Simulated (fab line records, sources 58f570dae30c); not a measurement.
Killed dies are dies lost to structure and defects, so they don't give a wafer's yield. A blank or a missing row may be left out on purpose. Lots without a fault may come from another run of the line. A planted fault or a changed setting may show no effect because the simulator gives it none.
Which tool did it? | flow berkeley_cmos170 | 7 lots, 21 wafers sampled, at 4 steps of a route of 331

WHAT THE GAUGES READ, wafer by wafer
UCB170_M3_OVL_MEAS_16.
lot  | measured     | on         | M3_OVL (nm)
L630 | day 9 17:04  | overlay-02 | 3 1 4
L633 | day 10 06:44 | overlay-01 | 6 6 1
L632 | day 10 06:58 | overlay-02 | -2 -2 0
L637 | day 11 14:13 | overlay-02 | -3 -8 -5
L640 | day 12 05:25 | overlay-01 | 1 0 -2
L646 | day 14 18:38 | overlay-01 | -3 -5 -3
L647 | day 14 19:49 | overlay-01 | -4 -6 -14

WHICH TOOL RAN EACH LOT (tool, then ch and the chambers of the sampled wafers, then the start)
lot  | UCB170_NLDD_CLEAN_12            | UCB170_M2_STRIP_07                   | UCB170_M2_ETCH_17
L630 | wet_bench-01 ch 2, day 8 07:46  | plasma_asher-01 ch 0,1, day 9 09:55  | rie_diel-01 ch 0,1, day 9 11:13
L633 | wet_bench-01 ch 3, day 8 18:01  | plasma_asher-02 ch 0,1, day 9 23:36  | rie_diel-02 ch 1,3, day 10 01:27
L632 | wet_bench-01 ch 0, day 8 18:44  | plasma_asher-01 ch 0,1, day 9 23:56  | rie_diel-03 ch 0,1,2, day 10 01:47
L637 | wet_bench-01 ch 0, day 10 00:56 | plasma_asher-03 ch 0,1, day 11 07:04 | rie_diel-02 ch 2,3, day 11 08:20
L640 | wet_bench-02 ch 3, day 10 16:17 | plasma_asher-01 ch 0,1, day 11 19:12 | rie_diel-02 ch 0,1,3, day 11 20:48
L646 | wet_bench-01 ch 3, day 13 06:27 | plasma_asher-02 ch 0,1, day 14 09:30 | rie_diel-03 ch 0,1,2, day 14 11:01
L647 | wet_bench-01 ch 0, day 13 07:01 | plasma_asher-03 ch 0,1, day 14 10:40 | rie_diel-01 ch 1,3, day 14 11:57
- UCB170_NLDD_CLEAN_12: cleans in SPM, time 600 s.
- UCB170_M2_STRIP_07: strips in O2.
- UCB170_M2_ETCH_17: etches BARC in N2/H2.

THE ANSWER, worked out from the rows above alone
Rule: what is usual is taken from the lots themselves. Put in order of their means at a reading, lots are off if they are a third of the lots or fewer, leave a main group of 4 or more, and stand apart from it by a gap of 3 or more times the standard deviation of the main group's means; of several such gaps the widest counts. A main group whose means are all the same, to the digits that the tables above print for the reading, isn't used. A lot without any number at a reading at which 4 lots or more have one is off too. The other lots that the step has rows for count as sound.
No lot is off at any reading shown: from this, nothing can be told.

WHAT THE SIMULATOR HAD PUT IN
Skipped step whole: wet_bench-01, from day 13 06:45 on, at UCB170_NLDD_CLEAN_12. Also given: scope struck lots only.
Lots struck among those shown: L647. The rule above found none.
